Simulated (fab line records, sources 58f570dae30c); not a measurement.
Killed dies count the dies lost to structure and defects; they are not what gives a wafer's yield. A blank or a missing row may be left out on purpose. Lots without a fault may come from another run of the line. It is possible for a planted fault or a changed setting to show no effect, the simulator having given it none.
Chamber matching + flow berkeley cmos170 + 4 sister chambers for UCB170_V2_CMP_02 on cmp-02
The step polishes SiO2. 20 wafers are shown with their chamber, then 10 later ones without.

## WAFERS WITH THEIR CHAMBER
| wafer  | chamber | motor current A (A) | retaining ring pressure frac | slurry filter dp kPa (kPa) |
|--------|---------|---------------------|------------------------------|----------------------------|
| L282.1 | 3       | 20.8                | 0.990                        | 13.66                      |
| L282.3 | 1       | 16.6                | 1.000                        | 13.45                      |
| L282.4 | 0       | 15.3                | 0.996                        | 13.52                      |
| L284.1 | 3       | 20.9                | 1.003                        | 13.56                      |
| L284.4 | 0       | 17.1                | 0.999                        | 13.44                      |
| L284.5 | 2       | 16.8                | 1.004                        | 13.60                      |
| L287.3 | 2       | 16.7                | 1.005                        | 13.60                      |
| L287.4 | 3       | 19.8                | 0.997                        | 13.50                      |
| L287.5 | 2       | 16.3                | 0.998                        | 13.43                      |
| L291.1 | 0       | 15.7                | 1.004                        | 13.49                      |
| L291.4 | 3       | 20.1                | 1.000                        | 13.45                      |
| L291.5 | 2       | 16.5                | 0.996                        | 13.56                      |
| L290.2 | 1       | 16.5                | 0.998                        | 13.53                      |
| L290.4 | 0       | 16.0                | 0.994                        | 13.59                      |
| L290.5 | 0       | 17.0                | 0.999                        | 13.60                      |
| L299.4 | 1       | 16.8                | 1.000                        | 13.65                      |
| L299.5 | 2       | 17.2                | 0.997                        | 13.55                      |
| L299.6 | 1       | 16.8                | 0.998                        | 13.48                      |
| L300.1 | 2       | 16.1                | 1.003                        | 13.57                      |
| L300.3 | 0       | 16.8                | 1.007                        | 13.46                      |

SIGNATURES, as means of the wafers listed above
| reading                      | chamber 0 | chamber 1 | chamber 2 | chamber 3 | scatter within a chamber |
|------------------------------|-----------|-----------|-----------|-----------|--------------------------|
| motor current A              | 16.317    | 16.675    | 16.600    | 20.400    | 0.531                    |
| retaining ring pressure frac | 0.99983   | 0.99900   | 1.00050   | 0.99750   | 0.00428                  |
| slurry filter dp kPa         | 13.5167   | 13.5275   | 13.5517   | 13.5425   | 0.0749                   |
Rule: for a wafer and a chamber, the distance is found by dividing, reading by reading, the gap between the wafer's reading and the chamber's mean by the reading's scatter, squaring, summing and taking the root. The wafer belongs to the nearest chamber; if the next one is less than 2 further off, it can't be placed. The scatter is the square root of a quotient: the sum, over the shown wafers, of each reading's squared deviation from its chamber's mean, divided by wafers minus chambers.

## WAFERS WITHOUT THEIR CHAMBER
| wafer  | motor current A (A) | retaining ring pressure frac | slurry filter dp kPa (kPa) |
|--------|---------------------|------------------------------|----------------------------|
| L300.4 | 20.1                | 0.999                        | 13.47                      |
| L301.1 | 20.3                | 0.997                        | 13.50                      |
| L301.3 | 17.5                | 1.001                        | 13.37                      |
| L301.5 | 19.0                | 0.998                        | 13.30                      |
| L303.2 | 16.3                | 0.997                        | 13.42                      |
| L303.5 | 16.0                | 0.998                        | 13.79                      |
| L303.6 | 20.8                | 1.005                        | 13.66                      |
| L304.3 | 16.5                | 1.005                        | 13.60                      |
| L304.5 | 17.2                | 1.003                        | 13.46                      |
| L304.6 | 15.8                | 0.998                        | 13.50                      |

## WHICH CHAMBER EACH WENT THROUGH
| wafer  | from the rows above               | in truth |
|--------|-----------------------------------|----------|
| L300.4 | 3                                 | 3        |
| L301.1 | 3                                 | 3        |
| L301.3 | can't be placed: 1 or 2 or 0      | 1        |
| L301.5 | can't be placed: 3 or 1 or 2 or 0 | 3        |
| L303.2 | can't be placed: 0 or 1 or 2      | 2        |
| L303.5 | can't be placed: 2 or 0 or 1      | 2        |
| L303.6 | 3                                 | 3        |
| L304.3 | can't be placed: 2 or 0 or 1      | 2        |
| L304.5 | can't be placed: 1 or 2 or 0      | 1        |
| L304.6 | can't be placed: 0 or 1 or 2      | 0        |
Correctly placed: 3 of 10. Unplaceable from these rows: 7, with the true chamber sitting among the candidates in 7. 0 placed wrongly.
